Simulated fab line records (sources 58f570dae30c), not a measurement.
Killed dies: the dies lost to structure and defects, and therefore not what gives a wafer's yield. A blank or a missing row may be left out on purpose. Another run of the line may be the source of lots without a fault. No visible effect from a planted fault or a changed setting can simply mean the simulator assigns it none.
fab line records	flow berkeley-cmos170
record: lots: 5	wafers: 27
route steps=331 shown M3@327
start-h: start of the lot's first displayed wafer, in hours after the record's first day	wait-h: hours since the lot's step before	" repeats the value in the row above	L1.1+2: a row that stands for several wafers	- either no value or no given start	* or withheld: withheld	< > ~ a bound
route shown NAME@n: NAME is a module with steps in the file, n the number in the route of the first one	usual: the fault-free wafers' mean and standard deviation	same: alike in all rows	chamber/n: place in a boat	sites: each site's reading	_std_site: standard deviation of those values	_edge_site: inner sites' mean taken away from outer sites' mean	radius-mm: how far each site lies from the wafer's centre	mask NAME#n: copy n	behind: the last tool/chamber to shape the wafer	hold: why the lot was held/for how many hours/how that ended	device: which transistor (n, p or np) failed to switch	end of line: the tests these same wafers got at the end of their route	a step given without rows: its recipe and nothing more	killed: not the wafer's yield, but the dies lost to structure and defects at the first sort	map: dies across one wafer; x = killed, . = not, _ = none there
set.NAME: the setting as run; set.NAME@STEP: as run at that earlier step	model.NAME: the simulator's own value behind a step, which no gauge read
lots run with intentionally changed settings; tables by step, rows by wafer
== steps ==
step: UCB170_M3_METAL_ETCH_18
recipe: chemistry: Cl2/BCl3	target: Al	stop-on: SiO2	pressure-mtorr: 12	target-depth-a: 11700	over-etch-frac: 0.3	time-s: 195	icp-w: 600	bias-w: 120	Cl2_flow_sccm: 90	bcl3-flow-sccm: 45
usual: oes-product-au: 0.852/0.012
lot.wafer	tool	chamber	start-h	wait-h	set.target-depth-a	oes-product-au	model.M3.feature-depth-nm	model.etch.depth-nm	model.KrF_of_M3_COAT_10.thk-nm
L075.1	rie-metal-02	1	175.51	-	15250	0.744	991.5	913.1	7.568
L075.2	"	1	"	"	15250	0.734	988.6	910.3	4.745
L075.3	"	1	"	"	11700	0.839	962.9	905.7	214.9
L075.4	"	1	"	"	11700	0.845	966.5	909	208.9
L075.5	"	1	"	"	11700	0.853	974.6	916.9	205.4
L075.6	"	1	"	"	15250	0.733	985.2	906.7	0.9843
L077.1	rie-metal-04	1	175.67	-	11700	0.859	941	887.4	250.1
L077.2	"	0	"	"	11700	0.869	957.7	901.2	223.4
L077.5	"	0	"	"	11700	0.864	955	897.8	217.1
L074.1	rie-metal-04	0	176.84	-	11700	0.873	962.5	905.5	219
L074.2	"	1	"	"	18300	0.691	994	904.2	0
L074.3	"	1	"	"	18300	0.691	1001	911.2	0
L074.4	"	0	"	"	11700	0.869	961.4	904.5	224.2
L074.5	"	1	"	"	18300	0.684	986.8	897.1	0
L074.6	"	0	"	"	11700	0.874	965.9	909.1	221.4
L076.1	rie-metal-01	1	183.97	-	6821	1.023	715	715	472.9
L076.2	"	0	"	"	11700	0.844	940.2	886.1	240.6
L076.3	"	1	"	"	11700	0.853	959.8	900.8	175
L076.4	"	0	"	"	11700	0.847	942.4	888.2	237.2
L076.5	"	1	"	"	6821	1.018	709.7	709.7	473
L076.6	"	0	"	"	6821	0.966	652	652	510.2
L081.1	rie-metal-01	1	188.73	-	5523	1.029	579.4	579.4	552.5
L081.2	"	0	"	"	5523	0.969	532	532	580.4
L081.3	"	0	"	"	11700	0.849	948.5	893.9	234.7
L081.4	"	1	"	"	11700	0.857	965.1	906.3	178.4
L081.5	"	1	"	"	5523	1.027	579.4	579.4	552.2
L081.6	"	0	"	"	11700	0.857	953.4	899	236.1
step: UCB170_M3_STRIP_19
recipe: chemistry: O2	power-w: 400	pressure-mtorr: 3500	platen-temp-c: withheld	o2-flow-sccm: 400	overash-fraction: 0.5
usual: oes-product-au: 0.550/0.024
lot.wafer	tool	chamber	start-h	wait-h	set.target-depth-a@M3_METAL_ETCH_18	oes-product-au
L077.1	plasma-asher-04	1	175.86	0.1	11700	0.576
L077.2	"	0	"	"	11700	0.558
L077.5	"	1	"	"	11700	0.553
L075.1	plasma-asher-02	0	175.89	0.3	15250	0.323
L075.2	"	1	"	"	15250	0.319
L075.3	"	1	"	"	11700	0.545
L075.4	"	0	"	"	11700	0.546
L075.5	"	0	"	"	11700	0.544
L075.6	"	1	"	"	15250	0.320
L074.1	plasma-asher-01	0	177.03	0.1	11700	0.561
L074.2	"	1	"	"	18300	0.310
L074.3	"	0	"	"	18300	0.317
L074.4	"	1	"	"	11700	0.555
L074.5	"	0	"	"	18300	0.312
L074.6	"	1	"	"	11700	0.559
L076.1	plasma-asher-01	1	184.16	0.1	6821	0.730
L076.2	"	0	"	"	11700	0.571
L076.3	"	0	"	"	11700	0.511
L076.4	"	1	"	"	11700	0.570
L076.5	"	0	"	"	6821	0.724
L076.6	"	1	"	"	6821	0.729
L081.1	plasma-asher-02	1	188.92	0.1	5523	0.729
L081.2	"	0	"	"	5523	0.722
L081.3	"	1	"	"	11700	0.566
L081.4	"	0	"	"	11700	0.507
L081.5	"	0	"	"	5523	0.725
L081.6	"	1	"	"	11700	0.574
step: UCB170_M3_CD_MEAS_90
recipe: target-cd-nm: 700
usual: cd-nm: 700/4.9
lot.wafer	tool	chamber	start-h	wait-h	set.target-depth-a@M3_METAL_ETCH_18	cd-nm
L077.1	cd-sem-02	-	175.96	0.1	11700	704
L077.2	"	-	"	"	11700	703
L077.5	"	-	"	"	11700	700
L075.1	cd-sem-01	-	175.99	0.1	15250	688
L075.2	"	-	"	"	15250	691
L075.3	"	-	"	"	11700	704
L075.4	"	-	"	"	11700	705
L075.5	"	-	"	"	11700	705
L075.6	"	-	"	"	15250	691
L074.1	cd-sem-02	-	177.13	0.1	11700	702
L074.2	"	-	"	"	18300	679
L074.3	"	-	"	"	18300	677
L074.4	"	-	"	"	11700	700
L074.5	"	-	"	"	18300	680
L074.6	"	-	"	"	11700	704
L076.1	cd-sem-02	-	184.26	0.1	6821	713
L076.2	"	-	"	"	11700	694
L076.3	"	-	"	"	11700	698
L076.4	"	-	"	"	11700	697
L076.5	"	-	"	"	6821	717
L076.6	"	-	"	"	6821	715
L081.1	cd-sem-02	-	189.02	0.1	5523	722
L081.2	"	-	"	"	5523	718
L081.3	"	-	"	"	11700	693
L081.4	"	-	"	"	11700	695
L081.5	"	-	"	"	5523	718
L081.6	"	-	"	"	11700	689
step: UCB170_M3_PROBE_99
lot.wafer	tool	chamber	start-h	wait-h	set.time-s@SPACER_CVD_00	model.etest.pmos_0p6.r-on-ohm-um	model.etest.ppoly-line.line-ohm-um	model.etest.pmos_0p35.r-on-ohm-um	model.etest.ppoly-sal.rs-ohm-sq	model.etest.ppoly-line.rs-ohm-sq
L077.1	prober-02	-	176.20	0.1	47	8536	15.22	4681	4.163	4.907
L077.2	prober-02	-	176.25	0.1	47	8365	14.92	4540	4.084	4.813
L077.5	prober-02	-	176.40	0.2	47	8667	15.28	4815	4.217	4.888
L075.1	prober-01	-	176.23	0.1	47	1.054e+04	15.04	5716	4.082	4.75
L075.3	prober-01	-	176.33	0.2	47	1.079e+04	14.99	5823	4.074	4.8
L075.4	prober-01	-	176.38	0.2	47	1.074e+04	15.25	5797	4.138	4.888
L075.5	prober-01	-	176.43	0.2	47	1.066e+04	15.14	5829	4.145	4.845
L075.6	prober-01	-	176.48	0.2	47	1.073e+04	15.04	5848	4.082	4.73
L074.1	prober-02	-	177.37	0.1	47	7408	15.07	4086	4.031	4.793
L074.2	prober-02	-	177.42	0.1	21.05	-	15.2	-	4.086	4.842
L074.4	prober-02	-	177.52	0.2	21.05	-	14.86	-	4.04	4.721
L074.6	prober-02	-	177.62	0.2	47	7564	15.34	4124	4.081	4.801
L076.1	prober-02	-	184.50	0.1	68.33	-	-	-	-	-
L076.2	prober-02	-	184.55	0.1	47	8475	19.04	4669	5.043	6.222
L076.3	prober-02	-	184.60	0.2	47	8504	19.35	4699	5.061	6.237
L076.4	prober-02	-	184.65	0.2	68.33	1.116e+04	-	6602	-	-
L076.5	prober-02	-	184.70	0.2	47	8607	14.93	4741	4.065	4.811
L076.6	prober-02	-	184.75	0.2	68.33	1.084e+04	1.378e+04	6292	4838	4810
L081.1	prober-01	-	189.26	0.1	47	1e+04	14.78	5367	4.039	4.698
L081.2	prober-01	-	189.31	0.1	63.63	1.113e+04	1996	6294	691.8	689.4
L081.3	prober-01	-	189.36	0.2	63.63	1.106e+04	2091	6248	737.3	730.5
L081.5	prober-01	-	189.46	0.2	47	1.019e+04	14.75	5585	4.039	4.734
L081.6	prober-01	-	189.51	0.2	47	1.026e+04	15	5595	4.058	4.729
killed by level:class
L077.1 SILICIDE:geometric-particle:open=2
L077.2 SPACER:geometric-particle:open=1 SILICIDE:geometric-particle:short=1 M2:geometric-particle:open=1
L077.5 PWELL:area-etch=2 SPACER:geometric-particle:open=1
== key ==
split: step: UCB170_M3_METAL_ETCH_18	setting: target-depth-a	stated: 11700	by: wafer
response: step: UCB170_M3_METAL_ETCH_18	reading: oes-product-au	change: -0.00327	per: 1%	r: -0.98
response: step: UCB170_M3_METAL_ETCH_18	reading: model.M3.feature-depth-nm	shape: bent	at-lowest: 563.6	at-stated: 957.1	at-highest: 993.9
response: step: UCB170_M3_METAL_ETCH_18	reading: model.etch.depth-nm	shape: bent	at-lowest: 563.6	at-stated: 900.7	at-highest: 904.2
response: step: UCB170_M3_METAL_ETCH_18	reading: model.KrF_of_M3_COAT_10.thk-nm	change: -5.58	per: 1%	r: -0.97
response: step: UCB170_M3_STRIP_19	reading: oes-product-au	change: -0.00433	per: 1%	r: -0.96
response: step: UCB170_M3_CD_MEAS_90	reading: cd-nm	change: -0.456	per: 1%	r: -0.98
split outside-this-file step=UCB170_SPACER_CVD_00 setting=time-s
split outside-this-file: this setting was split too, and the file shows its column; the key of that split is in another file
